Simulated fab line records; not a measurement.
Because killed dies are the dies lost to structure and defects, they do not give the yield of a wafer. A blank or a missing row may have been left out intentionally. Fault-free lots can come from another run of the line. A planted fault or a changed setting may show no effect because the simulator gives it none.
Which tool was responsible? ; flow rit-cmos ; 14 lots with 42 wafers sampled at 4 steps, on a route of 202 steps

## WHAT EACH GAUGE READ, for each wafer
RIT_PRETRO_OVL_MEAS_06. Usual: PRETRO_OVL -1.0 nm, standard deviation 1.4.
lot;measured;on;PRETRO_OVL (nm);flag
L426;day 2 08:52;overlay-01;-1.9 -1.1 0.0;
L428;day 2 19:44;overlay-01;-1.0 -1.7 -1.7;
L429;day 3 00:47;overlay-02;-0.3 0.5 0.6;
L431;day 3 10:54;overlay-01;-1.9 -3.2 -3.2;
L432;day 3 14:42;overlay-01;-1.1 -0.6 0.2;
L433;day 3 20:38;overlay-01;-4.2 -3.1 -3.2;
L434;day 4 01:23;overlay-01;-0.6 -1.9 -1.7;
L435;day 4 04:26;overlay-01;-1.7 -0.4 -3.0;
L437;day 4 16:20;overlay-01;-0.6 -1.2 -2.7;
L438;day 4 21:17;overlay-01;0.0 1.1 0.0;
L439;day 5 02:51;overlay-02;-0.2 -1.2 -0.1;
L442;day 5 17:50;overlay-02;-1.8 0.1 -1.2;
L443;day 5 22:00;overlay-01;0.5 0.3 0.4;
L446;day 6 11:28;overlay-02;-3.0 -2.1 -3.6;

RIT_CONTACT_CD_MEAS_08 targets a cd of 1000 nm. Usual: cd-nm 999.2 nm, standard deviation 2.2.
lot;measured;on;cd-nm (nm);flag
L426;day 3 06:14;cd-sem-02;1007.2 1003.3 1004.7;
L428;day 3 17:52;cd-sem-02;999.9 998.2 999.4;
L429;day 4 00:01;cd-sem-02;1001.1 999.6 1001.4;
L431;day 4 07:28;cd-sem-01;999.7 1001.4 1000.6;
L432;day 4 15:28;cd-sem-02;997.8 999.3 998.9;
L433;day 4 20:21;cd-sem-02;999.7 1002.6 999.8;
L434;day 4 22:41;cd-sem-02;1001.8 1001.3 999.4;
L435;day 5 02:34;cd-sem-02;996.0 997.8 997.7;
L437;day 5 17:26;cd-sem-02;1002.0 997.6 998.3;
L438;day 5 19:28;cd-sem-01;998.7 998.2 997.4;
L439;day 6 00:53;cd-sem-01;997.8 994.2 997.4;
L442;day 6 14:14;cd-sem-02;996.7 999.7 996.5;
L443;day 6 18:05;cd-sem-01;1002.0 1001.4 1000.4;
L446;day 7 14:14;cd-sem-01;998.6 1000.7 1000.0;

## EACH LOT AND THE TOOL THAT RAN IT (in order: tool; ch and the chambers of the sampled wafers; start)
lot;RIT_NWELL_STRIP_09;RIT_PRETRO_STRIP_09
L426;plasma-asher-01 ch 0,1, day 1 23:12;plasma-asher-02 ch 0,1, day 2 09:20
L428;plasma-asher-03 ch 0,1, day 2 09:53;plasma-asher-02 ch 0,1, day 2 20:11
L429;plasma-asher-01 ch 0, day 2 14:10;plasma-asher-04 ch 0,1, day 3 01:13
L431;plasma-asher-03 ch 0,1, day 3 00:35;plasma-asher-02 ch 0,1, day 3 11:20
L432;plasma-asher-04 ch 0,1, day 3 04:05;plasma-asher-02 ch 0,1, day 3 15:08
L433;plasma-asher-04 ch 0,1, day 3 10:25;plasma-asher-02 ch 0,1, day 3 21:04
L434;plasma-asher-04 ch 0,1, day 3 14:56;plasma-asher-03 ch 0,1, day 4 01:49
L435;plasma-asher-04 ch 0,1, day 3 18:40;plasma-asher-04 ch 0,1, day 4 04:54
L437;plasma-asher-03 ch 0,1, day 4 05:08;plasma-asher-03 ch 0,1, day 4 16:46
L438;plasma-asher-04 ch 0, day 4 11:19;plasma-asher-02 ch 1, day 4 21:43
L439;plasma-asher-01 ch 0,1, day 4 17:11;plasma-asher-04 ch 0,1, day 5 03:17
L442;plasma-asher-01 ch 0,1, day 5 07:52;plasma-asher-03 ch 0,1, day 5 18:16
L443;plasma-asher-03 ch 0,1, day 5 11:56;plasma-asher-02 ch 0,1, day 5 22:26
L446;plasma-asher-04 ch 0,1, day 6 01:44;plasma-asher-02 ch 0,1, day 6 11:55
- RIT_NWELL_STRIP_09: strips in O2, time 180 s.
- RIT_PRETRO_STRIP_09: strips in O2, time 180 s.

## AS READ BY THE TOOLS THEMSELVES (means over the sampled wafers that have a number; for cases with no such wafer, the mark the record gives instead)
RIT_NWELL_STRIP_09. Usual: drypump-motor-current-A 6.0 A, standard deviation 0.5.
lot;tool;drypump-motor-current-A (A);flag
L426;plasma-asher-01;5.8;
L428;plasma-asher-03;6.3;
L429;plasma-asher-01;5.5;
L431;plasma-asher-03;6.3;
L432;plasma-asher-04;6.0;
L433;plasma-asher-04;5.6;
L434;plasma-asher-04;5.6;
L435;plasma-asher-04;6.0;
L437;plasma-asher-03;6.3;
L438;plasma-asher-04;6.3;
L439;plasma-asher-01;6.2;
L442;plasma-asher-01;6.2;
L443;plasma-asher-03;6.3;
L446;plasma-asher-04;5.6;

RIT_PRETRO_STRIP_09. Usual: drypump-motor-current-A 5.8 A, standard deviation 0.62.
lot;tool;drypump-motor-current-A (A);flag
L426;plasma-asher-02;5.2;
L428;plasma-asher-02;5.2;
L429;plasma-asher-04;6.0;
L431;plasma-asher-02;5.2;
L432;plasma-asher-02;5.2;
L433;plasma-asher-02;5.2;
L434;plasma-asher-03;6.3;
L435;plasma-asher-04;6.0;
L437;plasma-asher-03;6.4;
L438;plasma-asher-02;4.8;
L439;plasma-asher-04;5.6;
L442;plasma-asher-03;6.3;
L443;plasma-asher-02;5.2;
L446;plasma-asher-02;5.5;

## THE ANSWER, worked out from the rows above alone
Rule: a lot is off if the mean of its wafers that have a number lies more than 3 standard deviations from the usual mean. Also off: a lot with no number at a reading for which 4 or more lots have one. Where the step has rows for the other lots, those lots are counted as sound. Order of review: gauges by route order, followed by the tools' own readings, for which a lot's mean as printed above is used. The first step at which some lot is off is used, and at that step the reading that is off furthest; a lot without a number counts as furthest.
No lot is off on any of the readings shown, so nothing can be concluded from this.

## WHAT THE SIMULATOR HAD PUT IN
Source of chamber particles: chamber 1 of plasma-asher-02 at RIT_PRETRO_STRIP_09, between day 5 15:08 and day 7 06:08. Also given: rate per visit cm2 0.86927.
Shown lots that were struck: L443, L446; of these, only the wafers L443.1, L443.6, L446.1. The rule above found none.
